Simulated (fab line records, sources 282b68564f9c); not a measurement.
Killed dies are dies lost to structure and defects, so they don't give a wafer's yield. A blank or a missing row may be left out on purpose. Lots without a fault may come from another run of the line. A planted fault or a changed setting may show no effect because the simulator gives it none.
fab line records | flow rit_cmos | part 1 of 2: steps 1 to 26 of 38
record lots=5 wafers=15 last_day=7
route steps=202 shown GATE@90 REOX@98 NLDD@103 PLDD@114 SPACER@125
lots that met no fault: from a run of the same line without faults
start_h: hours from the record's first day to the start of the lot's first wafer shown | wait_h: hours since the lot's step before | " the same as in the row above | L1.1+2: a row that stands for several wafers | - no value, or no start given | * or withheld: withheld | < > ~ a bound
route shown NAME@n: a module of which the file shows steps, and the number in the route of the first | usual: mean/standard deviation of fault-free wafers | same: alike in all rows | chamber/n: place in a boat | sites: the reading at each site | _std_site: their standard deviation | _edge_site: outer sites' mean less inner sites' | radius_mm: how far each site lies from the wafer's centre | mask NAME#n: copy n | behind: the tool/chamber that last shaped the wafer | hold: why the lot was held/for how many hours/how that ended | device: the transistor (n, p or np) that didn't switch | end of line: the same wafers' tests at the end of the route | a step without rows: its recipe alone | killed: dies lost to structure and defects at the first sort, not the wafer's yield | map: a wafer's dies, x killed, . not, _ none there
set.NAME: the setting as run; set.NAME@STEP: as run at that earlier step | model.NAME: the simulator's own value behind a step, which no gauge read
lots at some steps of the route; a table a step, a row a wafer
services: from which hour (start_h, from the record's first day; less than 0 if before it) a tool's chamber was out of use, for how many hours, and why
## steps
# step RIT_GATE_PEB_14
# recipe resist=NOVOLAK temp_c=withheld time_s=withheld
# usual exhaust_pa=44.9/0.97
# columns lot.wafer tool chamber start_h wait_h exhaust_pa
L076.1 litho_track-03 0 51.46 0.1 45.9
L076.4 " 0 " " 45.5
L076.6 " 0 " " 45.2
L077.2 litho_track-04 0 53.05 0.1 44.9
L077.3 " 0 " " 43.7
L077.5 " 0 " " 44.9
L091.1 litho_track-03 0 120.27 0.2 44.6
L091.2 " 0 " " 43.7
L091.6 " 0 " " 44.2
L092.4 litho_track-03 0 131.12 0.1 47.1
L092.5 " 0 " " 47.5
L092.6 " 0 " " 45.0
L094.1 litho_track-04 0 136.04 0.1 45.0
L094.4 " 0 " " 46.3
L094.6 " 0 " " 45.1
# step RIT_GATE_DEVELOP_15
# recipe resist=NOVOLAK develop_time_s=50 dev_temp_c=23
# usual developer_temp_C=23.01/0.11 exhaust_pa=45.1/0.7
# columns lot.wafer tool chamber start_h wait_h developer_temp_C exhaust_pa
L076.1 litho_track-03 0 - - 23.03 44.7
L076.4 " 0 " " 23.08 43.6
L076.6 " 0 " " 23.02 45.1
L077.2 litho_track-04 0 - - 23.00 44.6
L077.3 " 0 " " 22.99 45.7
L077.5 " 0 " " 22.86 44.7
L091.1 litho_track-03 0 - - 22.90 45.2
L091.2 " 0 " " 22.98 45.1
L091.6 " 0 " " 23.12 45.3
L092.4 litho_track-03 0 - - 23.08 46.2
L092.5 " 0 " " 23.06 46.3
L092.6 " 0 " " 23.10 46.4
L094.1 litho_track-04 0 - - 23.08 46.4
L094.4 " 0 " " 23.03 45.7
L094.6 " 0 " " 23.17 44.9
# step RIT_GATE_CD_MEAS_16
# recipe target_cd_nm=150
# usual cd_nm=148.2/2.2
# columns lot.wafer tool chamber start_h wait_h cd_nm
L076.1 cd_sem-02 - 51.74 - 148.7
L076.4 " - " " 149.7
L076.6 " - " " 148.7
L077.2 cd_sem-01 - 53.33 - 151.8
L077.3 " - " " 150.4
L077.5 " - " " 147.5
L091.1 cd_sem-02 - 120.55 - 146.9
L091.2 " - " " 145.9
L091.6 " - " " 147.9
L092.4 cd_sem-02 - 131.39 - 151.1
L092.5 " - " " 148.3
L092.6 " - " " 148.6
L094.1 cd_sem-02 - 136.32 - 146.6
L094.4 " - " " 147.6
L094.6 " - " " 148.7
# step RIT_GATE_OVL_MEAS_17
# usual GATE_OVL=0.2/1.6
# columns lot.wafer tool chamber start_h wait_h GATE_OVL[nm]
L076.1 overlay-02 - 51.86 0.1 0.7
L076.4 " - " " 1.0
L076.6 " - " " 0.2
L077.2 overlay-02 - 53.43 0.1 -0.5
L077.3 " - " " 1.4
L077.5 " - " " 1.2
L091.1 overlay-01 - 120.67 0.1 1.6
L091.2 " - " " 3.6
L091.6 " - " " 0.8
L092.4 overlay-01 - 131.47 0.1 -0.2
L092.5 " - " " -1.3
L092.6 " - " " 0.7
L094.1 overlay-02 - 136.44 0.1 -0.2
L094.4 " - " " -0.4
L094.6 " - " " -0.9
# step RIT_GATE_HARDBAKE_18
# recipe resist=NOVOLAK temp_c=140 time_s=60
# usual exhaust_pa=44.8/0.85 heater_power_total_W=62.55/0.052
# columns lot.wafer tool chamber start_h wait_h exhaust_pa heater_power_total_W
L076.1 litho_track-03 0 51.90 0.0 45.2 62.62
L076.4 " 0 " " 45.7 62.45
L076.6 " 0 " " 44.5 62.60
L077.2 litho_track-02 0 53.49 0.0 45.1 62.61
L077.3 " 0 " " 44.5 62.54
L077.5 " 0 " " 45.3 62.60
L091.1 litho_track-02 0 120.71 0.0 45.7 62.60
L091.2 " 0 " " 45.4 62.52
L091.6 " 0 " " 44.7 62.43
L092.4 litho_track-04 0 131.56 0.1 44.4 62.54
L092.5 " 0 " " 44.7 62.52
L092.6 " 0 " " 45.7 62.50
L094.1 litho_track-04 0 136.48 0.0 44.8 62.60
L094.4 " 0 " " 44.9 62.51
L094.6 " 0 " " 45.0 62.57
# step RIT_GATE_ETCH_19
# recipe chemistry=SF6/CHF3/O2 time_s=165 SF6_flow_sccm=30 CHF3_flow_sccm=30 O2_flow_sccm=5 target=poly-Si pressure_mtorr=40 rf_w=160 target_depth_a=3125 over_etch_frac=0.25 stop_on=SiO2
# usual drypump_motor_current_A=5.4/0.37 oes_product_au=0.850/0.011 rf_fwd_power_W=159.4/0.49 throttle_valve_pct=10.33/0.13
# columns lot.wafer tool chamber start_h wait_h drypump_motor_current_A oes_product_au rf_fwd_power_W rf_hours_counter_h throttle_valve_pct
L076.1 rie_si-02 3 52.05 0.1 5.8 0.851 159.0 92 10.38
L076.4 " 0 " " 5.8 0.847 158.9 2 10.42
L076.6 " 0 " " 5.8 0.846 159.1 - 10.40
L077.2 rie_si-01 3 53.61 0.1 5.1 0.833 158.0 29 10.43
L077.3 " 2 " " 5.2 0.862 158.9 2 10.28
L077.5 " 1 " " 5.1 0.851 159.9 - 10.46
L091.1 rie_si-01 3 120.86 0.1 5.1 0.828 159.4 30 10.43
L091.2 " 1 " " 5.0 0.849 159.0 112 10.47
L091.6 " 3 " " 5.1 0.840 159.5 - 10.43
L092.4 rie_si-02 3 131.64 0.1 5.7 0.852 159.2 93 10.38
L092.5 " 0 " " 5.9 0.853 159.7 - 10.42
L092.6 " 3 " " 5.7 0.843 159.1 - 10.40
L094.1 rie_si-02 0 136.63 0.1 5.9 0.835 159.5 3 10.40
L094.4 " 1 " " 4.8 0.846 159.7 59 10.36
L094.6 " 0 " " 5.9 0.848 159.2 - 10.42
# step RIT_GATE_STRIP_20
# recipe chemistry=O2 time_s=180 resist=NOVOLAK platen_temp_c=withheld power_w=500 pressure_mtorr=4000 o2_flow_sccm=4000
# usual drypump_motor_current_A=5.4/0.44
# columns lot.wafer tool chamber start_h wait_h drypump_motor_current_A rf_hours_counter_h
L076.1 plasma_asher-01 0 52.15 0.1 4.8 26
L076.4 " 0 " " 4.8 -
L076.6 " 1 " " 5.9 -
L077.2 plasma_asher-02 0 53.72 0.1 5.3 41
L077.3 " 1 " " 5.7 -
L077.5 " 1 " " 5.7 -
L091.1 plasma_asher-02 0 120.97 0.1 5.3 49
L091.2 " 1 " " 5.7 49
L091.6 " 0 " " 5.3 -
L092.4 plasma_asher-03 0 131.80 0.1 4.8 -
L092.5 " 0 " " 4.8 -
L092.6 " 1 " " 5.7 -
L094.1 plasma_asher-01 1 136.74 0.1 5.9 34
L094.4 " 0 " " 4.8 -
L094.6 " 1 " " 5.9 -
# step RIT_GATE_CD_MEAS_90
# recipe target_cd_nm=150
# usual cd_nm=148.2/2.2
# columns lot.wafer tool chamber start_h wait_h cd_nm
L076.1 cd_sem-01 - 52.33 0.1 148.8
L076.4 " - " " 149.7
L076.6 " - " " 149.1
L077.2 cd_sem-01 - 53.91 0.1 151.7
L077.3 " - " " 150.6
L077.5 " - " " 147.3
L091.1 cd_sem-02 - 121.14 0.1 146.5
L091.2 " - " " 146.1
L091.6 " - " " 147.4
L092.4 cd_sem-02 - 131.98 0.1 151.3
L092.5 " - " " 147.9
L092.6 " - " " 148.6
L094.1 cd_sem-01 - 136.91 0.1 146.7
L094.4 " - " " 147.7
L094.6 " - " " 148.3
# step RIT_REOX_CLEAN_00
# recipe chemistry=SC1 mix=3:3:50 time_s=600 temp_c=75
# columns lot.wafer tool chamber start_h wait_h
L076.1+4+6 wet_bench-01 2 52.45 0.1
L077.2+3+5 wet_bench-02 0 54.01 0.1
L091.1+2+6 wet_bench-02 1 121.26 0.1
L092.4+5+6 wet_bench-02 0 132.04 0.0
L094.1+4+6 wet_bench-01 2 137.03 0.1
# step RIT_REOX_CLEAN_01
# recipe chemistry=dHF dilution=50:1 time_s=30
# columns lot.wafer tool chamber start_h wait_h
L076.1+4+6 wet_bench-02 1 52.64 0.0
L077.2+3+5 wet_bench-02 2 54.19 0.0
L091.1+2+6 wet_bench-04 0 121.44 0.0
L092.4+5+6 wet_bench-01 3 132.25 0.0
L094.1+4+6 wet_bench-04 3 137.22 0.0
# step RIT_REOX_CLEAN_02
# recipe chemistry=SC2 mix=3:3:50 time_s=600 temp_c=75 dry=n2_spin
# columns lot.wafer tool chamber start_h wait_h
L076.1+4+6 wet_bench-01 0 52.66 0.0
L077.2+3+5 wet_bench-02 3 54.21 0.0
L091.1+2+6 wet_bench-02 3 121.45 0.0
L092.4+5+6 wet_bench-02 3 132.27 0.0
L094.1+4+6 wet_bench-01 0 137.24 0.0
# step RIT_REOX_OXIDATION_03
# recipe temp_c=900 ambient=O2 target_thk_a=252 ox_time_s=5580
# usual ox_temp_c=900.0/0.38 spike_tc_source_C=925.1/1.4
# same ox_time_s=5580
# columns lot.wafer tool chamber start_h wait_h ox_temp_c spike_tc_source_C
L076.1 furnace-04 0 52.85 0.0 899.9 924.7
L076.4 " 0 " " 899.7 925.3
L076.6 " 0 " " 899.9 924.4
L077.2 furnace-01 0 54.56 0.2 900.5 927.2
L077.3 " 0 " " 900.0 925.4
L077.5 " 0 " " 900.3 924.9
L091.1 furnace-02 0 121.94 0.3 900.6 923.6
L091.2 " 0 " " 899.7 925.3
L091.6 " 0 " " 900.7 925.0
L092.4 furnace-01 0 133.21 0.7 900.6 927.1
L092.5 " 0 " " 900.2 925.8
L092.6 " 0 " " 900.3 924.9
L094.1 furnace-04 0 137.43 0.0 899.9 923.8
L094.4 " 0 " " 899.9 923.8
L094.6 " 0 " " 900.5 924.4
# step RIT_REOX_THK_MEAS_04
# recipe reads=SiO2_of_REOX_OXIDATION_03
# usual REOX_OXIDE_THK=24.9/0.4
# columns lot.wafer tool chamber start_h wait_h REOX_OXIDE_THK[nm]
L076.1 film_metro-01 - 55.40 0.0 25.0
L076.4 " - " " 25.2
L076.6 " - " " 25.1
L077.2 film_metro-01 - 57.12 0.0 25.2
L077.3 " - " " 25.0
L077.5 " - " " 24.4
L091.1 film_metro-01 - 124.49 0.0 25.4
L091.2 " - " " 25.2
L091.6 " - " " 25.6
L092.4 film_metro-04 - 135.79 0.0 24.6
L092.5 " - " " 24.5
L092.6 " - " " 24.8
L094.1 film_metro-01 - 139.98 0.0 24.8
L094.4 " - " " 24.6
L094.6 " - " " 24.6
# step RIT_NLDD_HMDS_00
# recipe prime_time_s=60 prime_temp_c=140
# usual exhaust_pa=44.9/1
# columns lot.wafer tool chamber start_h wait_h exhaust_pa
L076.1 litho_track-02 0 55.48 0.1 44.2
L076.4 " 0 " " 44.7
L076.6 " 0 " " 43.9
L077.2 litho_track-02 0 57.30 0.2 46.8
L077.3 " 0 " " 45.6
L077.5 " 0 " " 46.4
L091.1 litho_track-03 0 124.55 0.1 46.3
L091.2 " 0 " " 45.4
L091.6 " 0 " " 45.4
L092.4 litho_track-02 0 135.89 0.1 45.0
L092.5 " 0 " " 44.4
L092.6 " 0 " " 44.6
L094.1 litho_track-03 0 140.04 0.1 45.8
L094.4 " 0 " " 45.3
L094.6 " 0 " " 44.9
# step RIT_NLDD_COAT_01
# recipe resist=NOVOLAK spin_rpm=3250 resist_thk_nm=1000
# usual exhaust_pa=45.1/0.86
# columns lot.wafer tool chamber start_h wait_h exhaust_pa
L076.1 litho_track-02 0 55.63 0.1 45.7
L076.4 " 0 " " 46.8
L076.6 " 0 " " 45.9
L077.2 litho_track-02 0 57.45 0.1 45.3
L077.3 " 0 " " 45.5
L077.5 " 0 " " 43.9
L091.1 litho_track-03 0 124.70 0.1 43.4
L091.2 " 0 " " 44.9
L091.6 " 0 " " 45.3
L092.4 litho_track-02 0 136.04 0.1 45.7
L092.5 " 0 " " 44.0
L092.6 " 0 " " 44.3
L094.1 litho_track-03 0 140.19 0.1 45.9
L094.4 " 0 " " 45.6
L094.6 " 0 " " 45.6
# step RIT_NLDD_SOFTBAKE_02
# recipe resist=NOVOLAK temp_c=90 time_s=60
# usual exhaust_pa=45.1/0.98 heater_power_total_W=34.56/0.051
# columns lot.wafer tool chamber start_h wait_h exhaust_pa heater_power_total_W
L076.1 litho_track-02 0 55.78 0.1 45.7 34.53
L076.4 " 0 " " 46.1 34.54
L076.6 " 0 " " 45.9 34.58
L077.2 litho_track-02 0 57.60 0.1 44.7 34.54
L077.3 " 0 " " 43.4 34.52
L077.5 " 0 " " 45.6 34.61
L091.1 litho_track-03 0 124.85 0.1 45.1 34.53
L091.2 " 0 " " 45.2 34.51
L091.6 " 0 " " 43.5 34.50
L092.4 litho_track-02 0 136.19 0.1 45.3 34.59
L092.5 " 0 " " 45.1 34.58
L092.6 " 0 " " 45.3 34.65
L094.1 litho_track-03 0 140.34 0.1 47.0 34.61
L094.4 " 0 " " 45.3 34.66
L094.6 " 0 " " 45.8 34.60
# step RIT_NLDD_EXPOSE_03
# recipe mask_id=M7 na=0.57 target_cd_nm=40700 dose_mj=250
# columns lot.wafer tool chamber start_h wait_h mask
L076.1+4+6 iline_stepper-01 0 55.93 0.1 M7#0
L077.2+3+5 iline_stepper-01 0 57.74 0.1 M7#0
L091.1+2+6 iline_stepper-02 0 125.00 0.1 M7#0
L092.4+5+6 iline_stepper-01 0 136.45 0.2 M7#0
L094.1+4+6 iline_stepper-01 0 140.51 0.1 M7#0
# step RIT_NLDD_PEB_04
# recipe resist=NOVOLAK temp_c=withheld time_s=withheld
# usual exhaust_pa=45.1/0.8
# columns lot.wafer tool chamber start_h wait_h exhaust_pa
L076.1 litho_track-03 0 56.05 0.1 44.0
L076.4 " 0 " " 45.2
L076.6 " 0 " " 45.7
L077.2 litho_track-01 0 57.98 0.2 44.5
L077.3 " 0 " " 44.8
L077.5 " 0 " " 44.3
L091.1 litho_track-03 0 125.12 0.1 44.9
L091.2 " 0 " " 44.6
L091.6 " 0 " " 46.5
L092.4 litho_track-01 0 136.83 0.4 46.2
L092.5 " 0 " " 45.4
L092.6 " 0 " " 47.2
L094.1 litho_track-01 0 140.62 0.1 43.7
L094.4 " 0 " " 45.7
L094.6 " 0 " " 43.6
# step RIT_NLDD_DEVELOP_05
# recipe resist=NOVOLAK develop_time_s=50 dev_temp_c=23
# usual developer_temp_C=23.00/0.11 exhaust_pa=45.2/0.96
# columns lot.wafer tool chamber start_h wait_h developer_temp_C exhaust_pa
L076.1 litho_track-03 0 - - 23.12 45.4
L076.4 " 0 " " 23.04 44.7
L076.6 " 0 " " 23.04 46.3
L077.2 litho_track-01 0 - - 22.90 44.7
L077.3 " 0 " " 22.82 45.4
L077.5 " 0 " " 22.87 44.4
L091.1 litho_track-03 0 - - 23.03 46.6
L091.2 " 0 " " 23.00 47.0
L091.6 " 0 " " 23.23 47.2
L092.4 litho_track-01 0 - - 22.93 44.2
L092.5 " 0 " " 22.96 43.2
L092.6 " 0 " " 22.98 45.1
L094.1 litho_track-01 0 - - 23.10 45.3
L094.4 " 0 " " 22.92 43.7
L094.6 " 0 " " 22.71 44.8
# step RIT_NLDD_OVL_MEAS_06
# usual NLDD_OVL=0.6/1.6
# columns lot.wafer tool chamber start_h wait_h NLDD_OVL[nm]
L076.1 overlay-01 - 56.33 - 4.3
L076.4 " - " " 3.7
L076.6 " - " " 1.4
L077.2 overlay-01 - 58.24 - 2.1
L077.3 " - " " 0.5
L077.5 " - " " 1.8
L091.1 overlay-02 - 125.40 - -1.3
L091.2 " - " " -2.7
L091.6 " - " " -1.8
L092.4 overlay-02 - 137.06 - 1.4
L092.5 " - " " -0.9
L092.6 " - " " 0.9
L094.1 overlay-01 - 140.91 - 1.4
L094.4 " - " " 2.5
L094.6 " - " " 5.1
# step RIT_NLDD_HARDBAKE_07
# recipe resist=NOVOLAK temp_c=140 time_s=60
# usual exhaust_pa=44.8/0.94 heater_power_total_W=62.55/0.051
# columns lot.wafer tool chamber start_h wait_h exhaust_pa heater_power_total_W
L076.1 litho_track-03 0 56.37 0.0 43.7 62.50
L076.4 " 0 " " 44.2 62.53
L076.6 " 0 " " 43.9 62.58
L077.2 litho_track-01 0 58.30 0.0 44.7 62.52
L077.3 " 0 " " 44.4 62.64
L077.5 " 0 " " 44.1 62.50
L091.1 litho_track-03 0 125.44 0.0 45.0 62.55
L091.2 " 0 " " 45.4 62.55
L091.6 " 0 " " 45.5 62.57
L092.4 litho_track-01 0 137.15 0.1 45.9 62.60
L092.5 " 0 " " 45.5 62.57
L092.6 " 0 " " 45.5 62.53
L094.1 litho_track-03 0 140.94 0.0 45.3 62.42
L094.4 " 0 " " 43.5 62.61
L094.6 " 0 " " 46.1 62.52
# step RIT_NLDD_IMPLANT_08
# recipe species=P energy_kev=20.13 dose_cm2=5e+14 tilt_deg=7
# usual faraday_current_uA=1570/32
# columns lot.wafer tool chamber start_h wait_h faraday_current_uA
L076.1 implanter-01 0 56.52 0.1 1550
L076.4 " 0 " " 1556
L076.6 " 0 " " 1592
L077.2 implanter-03 0 58.45 0.1 1594
L077.3 " 0 " " 1584
L077.5 " 0 " " 1627
L091.1 implanter-04 0 125.59 0.1 1574
L091.2 " 0 " " 1559
L091.6 " 0 " " 1522
L092.4 implanter-04 0 137.30 0.1 1549
L092.5 " 0 " " 1577
L092.6 " 0 " " 1536
L094.1 implanter-04 0 141.09 0.1 1513
L094.4 " 0 " " 1551
L094.6 " 0 " " 1583
# step RIT_NLDD_STRIP_09
# recipe chemistry=O2 time_s=180 resist=NOVOLAK platen_temp_c=withheld power_w=500 pressure_mtorr=4000 o2_flow_sccm=4000
# usual drypump_motor_current_A=5.5/0.37
# columns lot.wafer tool chamber start_h wait_h drypump_motor_current_A rf_hours_counter_h
L076.1 plasma_asher-03 1 56.67 0.1 5.8 42
L076.4 " 1 " " 5.8 -
L076.6 " 1 " " 5.7 -
L077.2 plasma_asher-04 1 58.57 0.1 5.6 42
L077.3 " 1 " " 5.5 -
L077.5 " 0 " " 5.8 -
L091.1 plasma_asher-03 0 125.74 0.1 4.8 50
L091.2 " 1 " " 5.7 50
L091.6 " 1 " " 5.7 -
L092.4 plasma_asher-03 1 137.43 0.1 5.7 -
L092.5 " 1 " " 5.8 -
L092.6 " 0 " " 4.8 -
L094.1 plasma_asher-04 1 141.24 0.1 5.5 3
L094.4 " 0 " " 5.8 -
L094.6 " 1 " " 5.5 -
# step RIT_NLDD_TW_MEAS_10
# usual NLDD_TW=2477/23
# columns lot.wafer tool chamber start_h wait_h NLDD_TW
L076.1 film_metro-03 - 56.85 0.1 2454
L076.4 " - " " 2449
L076.6 " - " " 2456
L077.2 film_metro-01 - 58.76 0.1 2499
L077.3 " - " " 2494
L077.5 " - " " 2498
L091.1 film_metro-01 - 125.91 0.1 2495
L091.2 " - " " 2508
L091.6 " - " " 2490
L092.4 film_metro-03 - 137.58 0.1 2466
L092.5 " - " " 2466
L092.6 " - " " 2453
L094.1 film_metro-02 - 141.42 0.1 2450
L094.4 " - " " 2462
L094.6 " - " " 2470
# step RIT_PLDD_HMDS_00
# recipe prime_time_s=60 prime_temp_c=140
# usual exhaust_pa=45.0/0.86
# columns lot.wafer tool chamber start_h wait_h exhaust_pa
L076.1 litho_track-01 0 56.91 0.1 45.0
L076.4 " 0 " " 45.1
L076.6 " 0 " " 43.6
L077.2 litho_track-01 0 58.83 0.1 44.1
L077.3 " 0 " " 43.5
L077.5 " 0 " " 43.9
L091.1 litho_track-03 0 126.07 0.1 45.5
L091.2 " 0 " " 45.3
L091.6 " 0 " " 44.6
L092.4 litho_track-01 0 137.68 0.1 45.2
L092.5 " 0 " " 44.9
L092.6 " 0 " " 45.2
L094.1 litho_track-03 0 141.48 0.1 44.9
L094.4 " 0 " " 44.0
L094.6 " 0 " " 44.1
# step RIT_PLDD_COAT_01
# recipe resist=NOVOLAK spin_rpm=3250 resist_thk_nm=1000
# usual exhaust_pa=44.9/0.92
# columns lot.wafer tool chamber start_h wait_h exhaust_pa
L076.1 litho_track-01 0 57.06 0.1 45.0
L076.4 " 0 " " 45.2
L076.6 " 0 " " 45.0
L077.2 litho_track-01 0 58.98 0.1 45.5
L077.3 " 0 " " 44.9
L077.5 " 0 " " 45.3
L091.1 litho_track-03 0 126.22 0.1 43.6
L091.2 " 0 " " 42.5
L091.6 " 0 " " 43.4
L092.4 litho_track-01 0 137.83 0.1 45.0
L092.5 " 0 " " 44.8
L092.6 " 0 " " 45.4
L094.1 litho_track-03 0 141.63 0.1 46.3
L094.4 " 0 " " 45.8
L094.6 " 0 " " 46.0
